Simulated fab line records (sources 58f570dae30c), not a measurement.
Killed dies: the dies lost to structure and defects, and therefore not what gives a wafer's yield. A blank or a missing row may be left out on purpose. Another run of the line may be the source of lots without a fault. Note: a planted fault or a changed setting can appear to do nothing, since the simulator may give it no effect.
Chamber matching    flow berkeley_cmos170    4 sister chambers for UCB170_V2_ETCH_14 on rie_diel-04
The step etches SiO2 in CHF3/CF4/Ar, stops on Al, target depth 1250 nm, time 291 s. 14 wafers are shown with their chamber, then 7 later ones without.

WAFERS, EACH WITH ITS CHAMBER
wafer   chamber  drypump_motor_current_A (A)  throttle_valve_pct (%)  oes_product_au (a.u.)
L104.2  3        5.8                          6.89                    0.882
L104.5  3        5.8                          6.89                    0.890
L104.6  2        5.0                          6.97                    0.869
L108.1  2        5.1                          6.95                    0.873
L108.4  3        5.8                          6.89                    0.886
L108.5  3        5.8                          6.90                    0.880
L115.3  1        6.1                          7.17                    0.877
L115.5  2        5.1                          6.95                    0.873
L115.6  3        5.8                          6.89                    0.883
L112.2  3        5.8                          6.90                    0.886
L112.3  1        6.1                          7.17                    0.881
L112.5  0        5.7                          6.90                    0.885
L118.1  1        6.1                          7.15                    0.872
L118.2  0        5.7                          6.92                    0.882

SIGNATURES (means of the wafers above)
reading                  chamber 0  chamber 1  chamber 2  chamber 3  scatter within a chamber
drypump_motor_current_A  5.700      6.100      5.067      5.800      0.0258
throttle_valve_pct       6.9100     7.1633     6.9567     6.8933     0.00931
oes_product_au           0.88350    0.87667    0.87167    0.88450    0.00345
Rule: for each reading, subtract the chamber's mean from the wafer's reading, divide by that reading's scatter and square the result; add these up over the readings and take the root, which gives the wafer's distance from the chamber. If the next closest chamber is less than 2 further off than the closest, the wafer can't be placed; otherwise it belongs to the closest. The scatter: the root of (the sum of the squares of (reading less its chamber's mean) over the shown wafers, divided by (wafers less chambers)).

WAFERS WITHOUT THEIR CHAMBER
wafer   drypump_motor_current_A (A)  throttle_valve_pct (%)  oes_product_au (a.u.)
L118.4  5.8                          6.88                    0.893
L122.1  5.9                          6.89                    0.886
L122.3  5.0                          6.96                    0.876
L122.4  6.1                          7.18                    0.880
L124.2  5.0                          6.96                    0.867
L124.3  5.8                          6.89                    0.885
L124.5  6.1                          7.19                    0.883

THE CHAMBER EACH PASSED THROUGH
wafer   from the rows above  in truth
L118.4  3                    3
L122.1  3                    3
L122.3  2                    2
L122.4  1                    1
L124.2  2                    2
L124.3  3                    3
L124.5  1                    1
Correctly placed: 7 of 7. Number that these rows cannot place: 0. 0 placed wrongly.
